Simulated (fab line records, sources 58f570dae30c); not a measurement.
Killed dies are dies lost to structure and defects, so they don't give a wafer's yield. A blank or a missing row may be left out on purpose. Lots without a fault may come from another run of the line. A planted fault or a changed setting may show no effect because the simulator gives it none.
Which tool did it? | flow berkeley_cmos170 | 6 lots, 18 wafers sampled, at 1 step of a route of 331

WHAT THE GAUGES READ, wafer by wafer
UCB170_NWELL_THK_MEAS_05.
lot  | measured    | on            | NWELL_NITRIDE_THK (nm)
L759 | day 2 15:36 | film_metro-01 | 224.0 225.0 226.7
L761 | day 2 23:18 | film_metro-03 | 221.9 221.2 221.8
L763 | day 3 11:08 | film_metro-02 | 222.0 223.3 224.7
L766 | day 4 03:08 | film_metro-02 | 225.5 225.6 225.7
L775 | day 6 00:49 | film_metro-03 | 226.8 222.9 224.8
L777 | day 6 08:40 | film_metro-02 | 221.9 222.4 222.4

WHICH TOOL RAN EACH LOT (tool, then ch and the chambers of the sampled wafers, then the start)
The record holds no process step before these readings.

THE ANSWER, worked out from the rows above alone
Rule: what is usual is taken from the lots themselves. Put in order of their means at a reading, lots are off if they are a third of the lots or fewer, leave a main group of 4 or more, and stand apart from it by a gap of 3 or more times the standard deviation of the main group's means; of several such gaps the widest counts. A main group whose means are all the same, to the digits that the tables above print for the reading, isn't used. A lot without any number at a reading at which 4 lots or more have one is off too. The other lots that the step has rows for count as sound.
No lot is off at any reading shown: from this, nothing can be told.

WHAT THE SIMULATOR HAD PUT IN
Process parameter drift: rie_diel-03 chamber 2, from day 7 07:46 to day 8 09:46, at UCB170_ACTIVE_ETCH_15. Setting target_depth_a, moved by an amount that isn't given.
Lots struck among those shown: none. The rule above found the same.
